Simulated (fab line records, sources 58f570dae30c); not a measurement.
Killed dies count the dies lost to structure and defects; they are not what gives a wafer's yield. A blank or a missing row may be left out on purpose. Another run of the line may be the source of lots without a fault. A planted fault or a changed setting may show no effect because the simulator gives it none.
What tool caused it? -- flow berkeley_cmos170 -- at 1 step of a route of 331, 6 lots with 18 wafers sampled

== WHAT THE GAUGES READ, wafer by wafer ==
UCB170_M1_OVL_MEAS_10.
lot,measured,on,M1_OVL (nm)
L796,day 7 15:57,overlay-01,-5 -1 -16
L797,day 8 12:47,overlay-01,-4 0 1
L800,day 8 20:42,overlay-02,-3 4 -3
L804,day 9 16:41,overlay-01,11 12 5
L811,day 11 07:47,overlay-02,4 6 -1
L817,day 12 08:15,overlay-01,-3 -1 -4

== WHICH TOOL RAN EACH LOT (tool, then ch and the chambers of the sampled wafers, then the start) ==
No process step before these readings appears in the record.

== THE ANSWER, worked out from the rows above alone ==
Rule: the lots themselves supply what counts as usual. Put in order of their means at a reading, lots are off if they are a third of the lots or fewer, leave a main group of 4 or more, and stand apart from it by a gap of 3 or more times the standard deviation of the main group's means; of several such gaps the widest counts. If all means in a main group match to the digits the tables above print for the reading, that group is not used. Also off: a lot with no number at a reading for which 4 or more lots have one. The other lots that the step has rows for count as sound.
No lot is off at any reading shown: from this, nothing can be told.

== WHAT THE SIMULATOR HAD INSERTED ==
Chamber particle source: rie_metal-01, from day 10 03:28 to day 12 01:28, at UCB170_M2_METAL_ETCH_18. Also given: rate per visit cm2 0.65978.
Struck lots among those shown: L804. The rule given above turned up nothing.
